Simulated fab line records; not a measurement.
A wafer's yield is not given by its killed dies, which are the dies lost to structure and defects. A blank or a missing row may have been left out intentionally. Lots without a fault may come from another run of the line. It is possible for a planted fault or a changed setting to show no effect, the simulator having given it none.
fab line records	flow berkeley-cmos170
[record] lots = 6	wafers = 18	last-day = 12
route steps=331 shown M1@244 V1@254
lots untouched by any fault: they come from a run of this same line in which no faults occurred
start-h: hours from the record's first day to the start of the lot's first wafer shown	wait-h: how many hours have passed since the lot's step before this one	" unchanged from the row above	L1.1+2: a single row standing in for several wafers	- either no value or no given start	* or withheld: withheld	< > ~ a bound
route shown NAME@n: names a module that has steps shown in the file, with the first one's number in the route	usual: average and standard deviation across the fault-free wafers	same: alike in all rows	chamber/n: place in a boat	sites: readings site by site	_std_site: the values' standard deviation	_edge_site: inner sites' mean taken away from outer sites' mean	radius-mm: how far each site lies from the wafer's centre	mask NAME#n: copy n	behind: tool/chamber where the wafer was last shaped	hold: why the lot went on hold/how many hours it stayed there/how the hold came to an end	device: the n, p or np transistor that did not switch	end of line: the route-end tests of the same wafers	a step without rows: its recipe alone	killed: dies that structure and defects cost at the first sort, which is not the same as the wafer's yield	map: a wafer's dies, marking killed ones x, the rest . and places with no die _
set.NAME: the setting that was run; set.NAME@STEP: the one run at that earlier step	model.NAME: the simulator's own value behind a step, which no gauge read
lots at selected steps of the route; one table per step, one row per wafer
services: a tool's chamber out of use, with start hour (start-h, from the record's first day; less than 0 if before it), hours out, and reason
[[steps]]
[step UCB170_M1_EXPOSE_06]
[recipe] mask-id = METAL1	target-cd-nm = 700	na = 0.5	sigma-outer = 0.6	source-shape = conventional	dose-mj = 21
[step UCB170_M1_PEB_07]
[recipe] peb-temp-c = 130	peb-time-s = withheld	resist = KrF
[step UCB170_M1_DEVELOP_08]
[recipe] developer = TMAH	develop-time-s = 45	resist = KrF	dev-temp-c = 21
[step UCB170_M1_CD_MEAS_09]
[recipe] target-cd-nm = 700
[usual] cd-nm = 700.1/1.3
lot.wafer	tool	chamber	start-h	wait-h	cd-nm
L728.1	cd-sem-02	-	166.49	-	698.7
L728.4	"	-	"	"	699.2
L728.5	"	-	"	"	699.3
L730.1	cd-sem-02	-	168.23	-	700.8
L730.4	"	-	"	"	700.8
L730.6	"	-	"	"	700.3
L740.1	cd-sem-01	-	246.35	-	699.1
L740.3	"	-	"	"	698.3
L740.5	"	-	"	"	698.3
L745.1	cd-sem-02	-	255.51	-	699.6
L745.3	"	-	"	"	701.0
L745.5	"	-	"	"	700.8
L747.1	cd-sem-02	-	255.94	-	704.4
L747.2	"	-	"	"	701.3
L747.3	"	-	"	"	702.1
L749.2	cd-sem-01	-	276.19	-	699.5
L749.3	"	-	"	"	701.1
L749.6	"	-	"	"	699.7
[step UCB170_M1_OVL_MEAS_10]
[usual] M1_OVL = 1/5.6
lot.wafer	tool	chamber	start-h	wait-h	M1_OVL[nm]
L728.1	overlay-01	-	166.61	0.1	-1
L728.4	"	-	"	"	0
L728.5	"	-	"	"	1
L730.1	overlay-02	-	168.35	0.1	-2
L730.4	"	-	"	"	4
L730.6	"	-	"	"	5
L740.1	overlay-02	-	246.47	0.1	5
L740.3	"	-	"	"	1
L740.5	"	-	"	"	4
L745.1	overlay-02	-	255.63	0.1	1
L745.3	"	-	"	"	4
L745.5	"	-	"	"	5
L747.1	overlay-01	-	256.06	0.1	-6
L747.2	"	-	"	"	-2
L747.3	"	-	"	"	-2
L749.2	overlay-01	-	276.29	0.1	-2
L749.3	"	-	"	"	-3
L749.6	"	-	"	"	4
[step UCB170_M1_ETCH_11]
[recipe] chemistry = N2/H2	target-depth-a = withheld	overetch-a = withheld	target = BARC	time-s = withheld	source-w = 500	bias-w = 100	pressure-mtorr = 30	n2-flow-sccm = 100	h2-flow-sccm = 200
[usual] bias-w = 100.0/0.32	drypump-motor-current-A = 5.8/0.47	oes-product-au = 0.997/0.015	throttle-valve-pct = 13.26/0.19
lot.wafer	tool	chamber	start-h	wait-h	bias-w	drypump-motor-current-A	oes-product-au	throttle-valve-pct
L728.1	rie-diel-03	2	166.65	0.0	99.9	6.0	1.006	13.36
L728.4	"	0	"	"	99.9	6.2	0.978	13.52
L728.5	"	1	"	"	100.5	6.6	1.017	13.10
L730.1	rie-diel-02	2	168.39	0.0	99.9	5.5	1.014	12.98
L730.4	"	3	"	"	100.0	5.9	0.990	13.50
L730.6	"	2	"	"	100.8	5.5	1.007	12.99
L740.1	rie-diel-02	3	246.50	0.0	100.3	5.9	0.983	13.51
L740.3	"	1	"	"	100.2	5.7	1.006	13.28
L740.5	"	1	"	"	100.0	5.7	1.002	13.29
L745.1	rie-diel-02	2	255.67	0.0	99.9	5.5	0.995	12.97
L745.3	"	3	"	"	99.5	6.0	0.992	13.51
L745.5	"	2	"	"	99.8	5.5	1.009	12.98
L747.1	rie-diel-02	1	256.09	0.0	100.3	5.7	1.014	13.29
L747.2	"	0	"	"	100.1	4.8	1.010	13.33
L747.3	"	2	"	"	99.8	5.5	1.009	13.01
L749.2	rie-diel-01	0	276.32	0.0	100.8	5.7	0.999	13.56
L749.3	"	3	"	"	100.1	5.1	1.007	12.99
L749.6	"	3	"	"	100.3	5.1	0.997	13.00
[step UCB170_M1_METAL_ETCH_12]
[recipe] chemistry = Cl2/BCl3	target = Al	stop-on = PSG	pressure-mtorr = 12	target-depth-a = 7800	over-etch-frac = 0.3	time-s = 130	icp-w = 600	bias-w = 120	Cl2_flow_sccm = 90	bcl3-flow-sccm = 45
[usual] bcl3-flow-sccm = 44.99/0.13	bias-w = 120.0/0.39	drypump-motor-current-A = 5.6/0.39	oes-product-au = 0.862/0.0093	throttle-valve-pct = 24.18/0.22
lot.wafer	tool	chamber	start-h	wait-h	bcl3-flow-sccm	bias-w	drypump-motor-current-A	oes-product-au	rf-hours-counter-h	throttle-valve-pct
L728.1	rie-metal-03	1	166.69	-	45.06	120.0	6.2	0.861	6	24.54
L728.4	"	0	"	"	44.90	119.8	5.4	0.840	-	23.93
L728.5	"	0	"	"	45.03	119.5	5.4	0.851	-	23.92
L730.1	rie-metal-02	1	168.43	-	45.20	119.7	5.3	0.853	10	23.98
L730.4	"	1	"	"	45.15	119.5	5.3	0.851	-	23.97
L730.6	"	1	"	"	45.09	120.1	5.3	0.854	-	23.97
L740.1	rie-metal-02	0	246.55	-	45.15	120.1	5.5	0.885	11	24.27
L740.3	"	0	"	"	44.90	119.8	5.5	0.875	-	24.25
L740.5	"	1	"	"	45.04	119.7	5.3	0.862	-	23.95
L745.1	rie-metal-03	1	255.71	-	45.04	119.5	6.2	0.867	8	24.55
L745.3	"	0	"	"	45.12	120.2	5.4	0.848	-	23.94
L745.5	"	1	"	"	45.02	119.3	6.2	0.865	-	24.55
L747.1	rie-metal-03	1	256.14	-	45.10	120.2	6.2	0.873	8	24.54
L747.2	"	0	"	"	44.84	119.8	5.4	0.857	4	23.92
L747.3	"	1	"	"	45.11	120.3	6.2	0.870	-	24.54
L749.2	rie-metal-03	0	276.37	-	44.66	119.7	5.4	0.848	4	23.92
L749.3	"	1	"	"	44.84	120.5	6.2	0.865	-	24.54
L749.6	"	0	"	"	44.99	119.4	5.4	0.856	-	23.93
[step UCB170_M1_STRIP_13]
[recipe] chemistry = O2	power-w = 400	pressure-mtorr = 3500	platen-temp-c = withheld	o2-flow-sccm = 400	overash-fraction = 0.5
[usual] drypump-motor-current-A = 6.0/0.46	oes-product-au = 0.721/0.0045
lot.wafer	tool	chamber	start-h	wait-h	drypump-motor-current-A	oes-product-au	rf-hours-counter-h
L728.1	plasma-asher-03	0	166.82	0.1	5.2	0.724	48
L728.4	"	0	"	"	5.2	0.720	-
L728.5	"	0	"	"	5.2	0.722	-
L730.1	plasma-asher-01	0	168.57	0.1	5.7	0.713	6
L730.4	"	1	"	"	6.5	0.723	-
L730.6	"	0	"	"	5.7	0.724	-
L740.1	plasma-asher-04	0	246.68	0.1	6.2	0.718	41
L740.3	"	0	"	"	6.2	0.717	-
L740.5	"	0	"	"	6.2	0.722	-
L745.1	plasma-asher-01	0	255.84	0.1	5.6	0.728	16
L745.3	"	1	"	"	6.5	0.719	-
L745.5	"	1	"	"	6.6	0.729	-
L747.1	plasma-asher-01	0	256.27	0.1	5.6	0.719	16
L747.2	"	1	"	"	6.5	0.728	16
L747.3	"	0	"	"	5.7	0.723	-
L749.2	plasma-asher-04	1	276.50	0.1	6.3	0.717	45
L749.3	"	1	"	"	6.4	0.714	-
L749.6	"	1	"	"	6.3	0.722	-
[step UCB170_M1_CD_MEAS_90]
[recipe] target-cd-nm = 700
[usual] cd-nm = 699.7/2.1
lot.wafer	tool	chamber	start-h	wait-h	cd-nm
L728.1	cd-sem-02	-	167.01	0.2	697.8
L728.4	"	-	"	"	700.3
L728.5	"	-	"	"	698.8
L730.1	cd-sem-02	-	168.72	0.1	697.8
L730.4	"	-	"	"	698.9
L730.6	"	-	"	"	698.0
L740.1	cd-sem-01	-	246.78	0.1	698.2
L740.3	"	-	"	"	699.2
L740.5	"	-	"	"	698.2
L745.1	cd-sem-01	-	255.94	0.1	697.7
L745.3	"	-	"	"	699.0
L745.5	"	-	"	"	698.6
L747.1	cd-sem-01	-	256.45	0.2	704.6
L747.2	"	-	"	"	701.7
L747.3	"	-	"	"	700.8
L749.2	cd-sem-01	-	276.62	0.1	696.4
L749.3	"	-	"	"	698.4
L749.6	"	-	"	"	699.4
[step UCB170_M1_ANNEAL_14]
[recipe] temp-c = 400	time-s = 1200	ambient = forming-gas
[step UCB170_V1_CVD_00]
[recipe] material = SiO2	target-thk-nm = 2000	temp-c = 390	precursor = TEOS/O2	time-s = 250	rf-w = 550	pressure-mtorr = 9000
[usual] heater-power-w = 238/52
lot.wafer	tool	chamber	start-h	wait-h	heater-power-w
L728.1	pecvd-02	0	171.04	0.0	227
L728.4	"	0	"	"	273
L728.5	"	1	"	"	256
L730.1	pecvd-04	0	171.20	0.2	240
L730.4	"	1	"	"	191
L730.6	"	0	"	"	189
L740.1	pecvd-03	0	248.34	0.0	257
L740.3	"	1	"	"	329
L740.5	"	1	"	"	282
L745.1	pecvd-04	1	260.73	0.0	243
L745.3	"	0	"	"	249
L745.5	"	0	"	"	185
L747.1	pecvd-02	0	260.73	0.0	223
L747.2	"	2	"	"	240
L747.3	"	1	"	"	242
L749.2	pecvd-02	0	281.51	0.0	205
L749.3	"	1	"	"	190
L749.6	"	2	"	"	217
[step UCB170_V1_THK_MEAS_01]
[recipe] reads = SiO2_of_V1_CVD_00
[usual] V1_TEOS_THK = 2008/27
lot.wafer	tool	chamber	start-h	wait-h	V1_TEOS_THK[nm]
L728.1	film-metro-04	-	171.21	0.1	1974
L728.4	"	-	"	"	2022
L728.5	"	-	"	"	2061
L730.1	film-metro-04	-	171.35	0.1	1983
L730.4	"	-	"	"	2007
L730.6	"	-	"	"	2016
L740.1	film-metro-01	-	248.50	0.1	2006
L740.3	"	-	"	"	1996
L740.5	"	-	"	"	2020
L745.1	film-metro-04	-	260.88	0.1	1964
L745.3	"	-	"	"	1949
L745.5	"	-	"	"	1990
L747.1	film-metro-01	-	260.88	0.1	1988
L747.2	"	-	"	"	1990
L747.3	"	-	"	"	2001
L749.2	film-metro-04	-	281.67	0.1	2009
L749.3	"	-	"	"	1995
L749.6	"	-	"	"	1997
[step UCB170_V1_CMP_02]
[recipe] material = SiO2	down-force-psi = 6	platen-rpm = 60	pad-velocity-m-s = 0.75398
[usual] motor-current-A = 16.5/1.3	slurry-filter-dp-kPa = 13.49/0.13
lot.wafer	tool	chamber	start-h	wait-h	motor-current-A	slurry-filter-dp-kPa	model.SiO2_of_V1_CVD_00.thk-nm
L728.1	cmp-01	0	171.37	0.1	15.6	13.48	1343
L728.4	"	1	"	"	17.4	13.51	999.9
L728.5	"	2	"	"	19.0	13.51	1002
L730.4	cmp-01	0	171.67	0.3	15.5	13.65	1354
L730.1	"	1	"	"	17.0	13.46	1000
L730.6	"	3	"	"	16.9	13.67	1000
L740.3	cmp-02	0	248.56	0.0	17.1	13.35	1001
L740.1	"	2	"	"	15.9	13.40	1000
L740.5	"	0	"	"	15.8	13.53	1000
L747.1	cmp-02	1	260.99	0.1	15.9	13.34	999
L747.3	"	3	"	"	14.9	13.57	999.4
L747.2	"	0	"	"	15.8	13.61	999.3
L745.1	cmp-01	1	261.04	0.1	17.2	13.40	1000
L745.3	"	2	"	"	18.7	13.55	1000
L745.5	"	3	"	"	16.5	13.43	998.4
L749.3	cmp-01	0	281.72	0.0	16.2	13.52	1001
L749.2	"	1	"	"	17.1	13.25	998.9
L749.6	"	1	"	"	18.3	13.38	999.3
[step UCB170_V1_BOW_MEAS_03]
[recipe] mode = bow
[usual] V1_BOW = 19/7
lot.wafer	tool	chamber	start-h	wait-h	V1_BOW[um]
L728.1	film-metro-01	-	171.57	0.1	33
L728.4	"	-	"	"	18
L728.5	"	-	"	"	16
L730.1	film-metro-01	-	171.89	0.1	22
L730.4	"	-	"	"	28
L730.6	"	-	"	"	27
L740.1	film-metro-04	-	248.86	0.1	16
L740.3	"	-	"	"	13
L740.5	"	-	"	"	15
L745.1	film-metro-02	-	261.24	0.1	8
L745.3	"	-	"	"	27
L745.5	"	-	"	"	17
L747.1	film-metro-04	-	261.29	0.2	24
L747.2	"	-	"	"	18
L747.3	"	-	"	"	20
L749.2	film-metro-04	-	282.04	0.2	6
L749.3	"	-	"	"	19
L749.6	"	-	"	"	15
[step UCB170_V1_THK_MEAS_04]
[recipe] reads = SiO2_of_V1_CVD_00
[usual] V1_POLISHED_THK = 999.8/1.2
lot.wafer	tool	chamber	start-h	wait-h	V1_POLISHED_THK[nm]
L728.1	film-metro-01	-	171.69	0.1	1343.7
L728.4	"	-	"	"	999.8
L728.5	"	-	"	"	1002.2
L730.1	film-metro-01	-	172.01	0.1	1000.5
L730.4	"	-	"	"	1353.6
L730.6	"	-	"	"	999.6
L740.1	film-metro-04	-	248.98	0.1	999.9
L740.3	"	-	"	"	999.8
L740.5	"	-	"	"	1000.2
L745.1	film-metro-02	-	261.36	0.1	999.7
L745.3	"	-	"	"	999.3
L745.5	"	-	"	"	998.9
L747.1	film-metro-04	-	261.41	0.1	999.5
L747.2	"	-	"	"	999.2
L747.3	"	-	"	"	999.9
L749.2	film-metro-04	-	282.15	0.1	998.7
L749.3	"	-	"	"	1001.2
L749.6	"	-	"	"	999.4
[step UCB170_V1_CLEAN_05]
[recipe] chemistry = DIW
[step UCB170_V1_HMDS_06]
[recipe] prime-time-s = 60	prime-temp-c = 100
[step UCB170_V1_COAT_07]
[recipe] resist = KrF	spin-rpm = 1500	resist-thk-nm = 900
[step UCB170_V1_SOFTBAKE_08]
[recipe] resist = KrF	temp-c = 130	time-s = 60
[step UCB170_V1_EXPOSE_09]
[recipe] mask-id = VIA1	target-cd-nm = 700	na = 0.5	sigma-outer = 0.6	source-shape = conventional	dose-mj = 37
[step UCB170_V1_PEB_10]
[recipe] peb-temp-c = 130	peb-time-s = withheld	resist = KrF
[step UCB170_V1_DEVELOP_11]
[recipe] developer = TMAH	develop-time-s = 47.2	resist = KrF	dev-temp-c = 21
[step UCB170_V1_CD_MEAS_12]
[recipe] target-cd-nm = 700
[usual] cd-nm = 700.2/1.4
lot.wafer	tool	chamber	start-h	wait-h	cd-nm
L728.1	cd-sem-02	-	173.81	-	700.5
L728.4	"	-	"	"	699.7
L728.5	"	-	"	"	698.4
L730.1	cd-sem-02	-	175.01	-	699.9
L730.4	"	-	"	"	699.9
L730.6	"	-	"	"	700.7
L740.1	cd-sem-01	-	250.90	-	702.6
L740.3	"	-	"	"	702.3
L740.5	"	-	"	"	703.0
L745.1	cd-sem-01	-	263.25	-	701.6
L745.3	"	-	"	"	702.7
L745.5	"	-	"	"	700.7
L747.1	cd-sem-01	-	263.55	-	701.4
L747.2	"	-	"	"	702.1
L747.3	"	-	"	"	701.6
L749.2	cd-sem-01	-	283.26	-	699.7
L749.3	"	-	"	"	697.3
L749.6	"	-	"	"	699.1
[step UCB170_V1_OVL_MEAS_13]
[usual] V1_OVL = -3/6.3
lot.wafer	tool	chamber	start-h	wait-h	V1_OVL[nm]
L728.1	overlay-02	-	173.93	0.1	4
L728.4	"	-	"	"	3
L728.5	"	-	"	"	4
L730.1	overlay-01	-	175.13	0.1	-11
L730.4	"	-	"	"	-7
L730.6	"	-	"	"	-10
L740.1	overlay-01	-	251.02	0.1	-4
L740.3	"	-	"	"	-2
L740.5	"	-	"	"	-5
L745.1	overlay-01	-	263.37	0.1	-15
L745.3	"	-	"	"	-9
L745.5	"	-	"	"	-9
L747.1	overlay-01	-	263.67	0.1	4
L747.2	"	-	"	"	0
L747.3	"	-	"	"	2
L749.2	overlay-01	-	283.36	0.1	1
L749.3	"	-	"	"	3
L749.6	"	-	"	"	6
[step UCB170_V1_ETCH_14]
[recipe] chemistry = CHF3/CF4/Ar	target = SiO2	stop-on = Al	CHF3_flow_sccm = 45	cf4-flow-sccm = 15	Ar_flow_sccm = 150	pressure-mtorr = 200	rf-w = 700	target-depth-a = 12500	over-etch-frac = 0.25	time-s = 291
[usual] drypump-motor-current-A = 5.8/0.57	oes-product-au = 0.870/0.013	throttle-valve-pct = 6.93/0.12
lot.wafer	tool	chamber	start-h	wait-h	drypump-motor-current-A	oes-product-au	rf-hours-counter-h	throttle-valve-pct	model.etch.depth-nm	model.V1.feature-depth-nm
L728.1	rie-diel-03	2	173.96	0.0	5.9	0.993	126	6.95	1229	1229
L728.4	"	3	"	"	5.3	0.873	131	6.82	999.9	999.9
L728.5	"	3	"	"	5.3	0.873	-	6.81	1002	1002
L730.1	rie-diel-03	3	175.16	0.0	5.3	0.879	131	6.84	1000	1001
L730.4	"	0	"	"	6.2	0.976	2	7.08	1250	1250
L730.6	"	0	"	"	6.2	0.843	-	7.08	1000	1001
L740.1	rie-diel-02	1	251.05	0.0	5.7	0.880	5	7.00	1000	1000
L740.3	"	2	"	"	5.5	0.871	109	6.74	1001	1001
L740.5	"	0	"	"	4.8	0.878	-	6.96	1000	1000
L745.1	rie-diel-03	1	263.40	0.0	6.6	0.893	3	6.78	1000	1000
L745.3	"	1	"	"	6.6	0.884	-	6.80	1000	1000
L745.5	"	0	"	"	6.2	0.848	-	7.10	998.4	998.7
L747.1	rie-diel-02	3	263.70	0.0	5.9	0.853	30	7.09	999	999
L747.2	"	2	"	"	5.5	0.871	110	6.74	999.3	999.4
L747.3	"	1	"	"	5.7	0.875	6	6.97	999.4	999.5
L749.2	rie-diel-02	3	283.39	0.0	5.9	0.863	31	7.10	998.9	998.9
L749.3	"	2	"	"	5.5	0.873	111	6.75	1001	1001
L749.6	"	1	"	"	5.7	0.878	-	6.97	999.3	999.4
[step UCB170_V1_STRIP_15]
[recipe] chemistry = O2	power-w = 400	pressure-mtorr = 3500	platen-temp-c = withheld	o2-flow-sccm = 400	overash-fraction = 0.5
[usual] drypump-motor-current-A = 5.7/0.64	oes-product-au = 0.721/0.0043	strip-time-to-endpoint-s = 15.28/0.076
lot.wafer	tool	chamber	start-h	wait-h	drypump-motor-current-A	oes-product-au	rf-hours-counter-h	strip-time-to-endpoint-s
L728.1	plasma-asher-02	1	174.14	0.1	4.9	0.727	46	15.30
L728.4	"	0	"	"	5.1	0.724	-	15.30
L728.5	"	1	"	"	4.9	0.721	-	15.24
L730.1	plasma-asher-01	1	175.34	0.1	6.5	0.719	6	15.29
L730.4	"	1	"	"	6.5	0.725	-	15.24
L730.6	"	0	"	"	5.6	0.722	-	15.16
L740.1	plasma-asher-04	0	251.23	0.1	6.3	0.720	42	15.23
L740.3	"	1	"	"	6.3	0.723	-	15.24
L740.5	"	0	"	"	6.3	0.718	-	15.27
L745.1	plasma-asher-01	1	263.67	0.2	6.5	0.717	16	15.26
L745.3	"	0	"	"	5.7	0.717	-	15.29
L745.5	"	0	"	"	5.6	0.726	-	15.21
L747.1	plasma-asher-02	0	263.88	0.1	5.2	0.723	57	15.34
L747.2	"	1	"	"	4.9	0.725	57	15.16
L747.3	"	0	"	"	5.2	0.725	-	15.32
L749.2	plasma-asher-01	0	283.57	0.1	5.7	0.723	18	15.28
L749.3	"	1	"	"	6.5	0.723	-	15.30
L749.6	"	1	"	"	6.5	0.718	-	15.25
[[services]]
tool	chamber	start-h	hours	kind
rie-diel-02	0	143.66	12.6	repair
cmp-02	-	144.83	6.5	repair
pecvd-04	0	149.61	-	clean
pecvd-04	1	149.61	-	clean
plasma-asher-04	-	153.10	4.3	pm
rie-diel-03	1	182.19	-	clean
rie-diel-03	1	182.19	16.0	scheduled-down
rie-diel-03	1	182.19	16.0	vent-cycle
rie-diel-01	0	209.05	9.8	repair
cmp-02	-	212.16	5.6	repair
rie-diel-02	-	218.60	14.6	pm
cmp-01	-	221.58	0.4	repair
rie-diel-03	-	223.06	2.8	pm
cmp-02	-	232.00	4.0	pm
pecvd-02	-	242.99	1.4	repair
rie-diel-03	3	250.66	-	clean
rie-diel-03	3	250.66	16.7	scheduled-down
rie-diel-03	3	250.66	16.7	vent-cycle
rie-diel-03	2	254.67	11.5	repair
plasma-asher-01	-	257.30	2.8	pm
rie-metal-02	1	270.67	9.6	repair
rie-diel-03	2	270.92	-	clean
rie-diel-03	2	270.92	18.7	scheduled-down
rie-diel-03	2	270.92	18.7	vent-cycle
[[key]]
[first-sign] step = UCB170_V1_THK_MEAS_04	reading = V1_POLISHED_THK	direction = up	sigmas = 99+	usual = 999.8	struck = 1348.6
[effect] step = UCB170_V1_ETCH_14	reading = oes-product-au	direction = up	sigmas = 9	usual = 0.870	struck = 0.985
[model-effect] step = UCB170_V1_CMP_02	value = SiO2_of_V1_CVD_00.thk-nm	without = 1002	struck = 1348
[model-effect] step = UCB170_V1_ETCH_14	value = etch.depth-nm	without = 1002	struck = 1239
met-at UCB170_V1_CMP_02
struck-wafers L728.1,L730.4
later-rows-left-out L728.1,L730.4
sort-left-out L728.1,L730.4
[fault] kind = process-parameter-drift	tool = cmp-01	chamber = 0	onset-h = 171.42	steps = UCB170_V1_CMP_02	channel = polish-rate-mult	offset = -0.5	shape = step	end-h = 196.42
// sort-left-out: the simulated sort isn't trusted on such a fault, so these wafers' sort isn't shown, and their yield isn't known
// later-rows-left-out: the simulator's readings of these wafers behind a module that went badly wrong aren't trusted and aren't shown, but for the sort
